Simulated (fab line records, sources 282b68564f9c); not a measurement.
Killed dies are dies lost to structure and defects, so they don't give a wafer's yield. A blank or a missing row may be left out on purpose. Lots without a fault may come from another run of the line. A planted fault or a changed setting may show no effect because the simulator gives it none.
Split-lot experiment | flow rit_cmos | 5 lots, 23 wafers read, on a route of 202 steps

THE SPLIT
At RIT_PLDD_IMPLANT_08, the setting energy_kev was moved away from the recipe's 20 on 5 of the 23 wafers read, by -2.0% to +2.6%. The other wafers ran this setting at the recipe's value.

The reading is taken at the split's own step.

THE READING
implant.drp_nm (the simulator's own value, which no gauge read), in nm, at RIT_PLDD_IMPLANT_08. The file gives no usual value for it.

wafer  | tool, chamber at the split | energy_kev as run | against the recipe | implant.drp_nm, nm | against lot-mates on the recipe
L075.1 | implanter-02, 0            | 20                | recipe             | 9.752              | -
L075.3 | implanter-02, 0            | 20                | recipe             | 9.752              | -
L075.4 | implanter-02, 0            | 20                | recipe             | 9.752              | -
L075.5 | implanter-02, 0            | 20                | recipe             | 9.752              | -
L075.6 | implanter-02, 0            | 20                | recipe             | 9.752              | -
L076.1 | implanter-02, 0            | 19.61             | -2.0%              | 9.618              | -0.134
L076.2 | implanter-02, 0            | 19.61             | -2.0%              | 9.618              | -0.134
L076.3 | implanter-02, 0            | 19.61             | -2.0%              | 9.618              | -0.134
L076.4 | implanter-02, 0            | 20                | recipe             | 9.752              | -
L076.5 | implanter-02, 0            | 20                | recipe             | 9.752              | -
L078.1 | implanter-04, 0            | 20                | recipe             | 9.752              | -
L078.2 | implanter-04, 0            | 20                | recipe             | 9.752              | -
L078.3 | implanter-04, 0            | 20                | recipe             | 9.752              | -
L078.4 | implanter-04, 0            | 20                | recipe             | 9.752              | -
L078.6 | implanter-04, 0            | 20                | recipe             | 9.752              | -
L079.3 | implanter-03, 0            | 20                | recipe             | 9.752              | -
L079.4 | implanter-03, 0            | 20                | recipe             | 9.752              | -
L079.5 | implanter-03, 0            | 20                | recipe             | 9.752              | -
L084.1 | implanter-02, 0            | 20.53             | +2.6%              | 9.932              | +0.180
L084.4 | implanter-02, 0            | 20.53             | +2.6%              | 9.932              | +0.180
L084.2 | implanter-02, 0            | 20                | recipe             | 9.752              | -
L084.5 | implanter-02, 0            | 20                | recipe             | 9.752              | -
L084.6 | implanter-02, 0            | 20                | recipe             | 9.752              | -

THE FIT
A straight line over all 23 wafers: implant.drp_nm changes by +0.0683 nm for each +1% of energy_kev; r = +1.00; the points scatter about the line by 0.00038 nm.
The same after taking each lot's own level away (the mean of its wafers on the recipe; 23 wafers): +0.0683 nm for each +1%; r = +1.00; scatter 0.00038 nm.
On that fit, the largest move of energy_kev shifts the reading by 0.18 nm.
The lots' own levels span 9.7520 to 9.7520 nm.
So the lot-to-lot level changes the slope little: the two slopes agree.
Check: with one of the wafers moved furthest among these (+2.6%) left out of the fit, the line predicts +0.181 nm for it against its lot-mates. It came out at +0.18 nm against them.

OTHER SPLITS ON THESE WAFERS
These wafers also went through other splits before the reading. Each is held against what the fit with the lots' levels taken away leaves over:
other split on the same wafers     | wafers away from the commonest value | r with implant.drp_nm (lot level and that fit taken away)
RIT_ACTIVE_OXIDATION_01 ox_time_s  | 15                                   | +0.14
RIT_NWELL_COAT_01 spin_rpm         | 8                                    | -0.07
RIT_PWELL_IMPLANT_08 energy_kev    | 11                                   | -0.33
RIT_NRETRO_COAT_01 spin_rpm        | 8                                    | -0.23
RIT_NRETRO_IMPLANT_08 energy_kev   | 9                                    | -0.06
RIT_PRETRO_IMPLANT_08 energy_kev   | 11                                   | -0.26
RIT_GATE_CVD_08 pressure_mtorr     | 15                                   | +0.52
RIT_GATE_DEVELOP_15 develop_time_s | 5                                    | +0.03
RIT_NLDD_SOFTBAKE_02 temp_c        | 9                                    | +0.07

THE FILE'S OWN FIT
implant.drp_nm changes by +0.0684 nm for each +1% of energy_kev, r = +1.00.
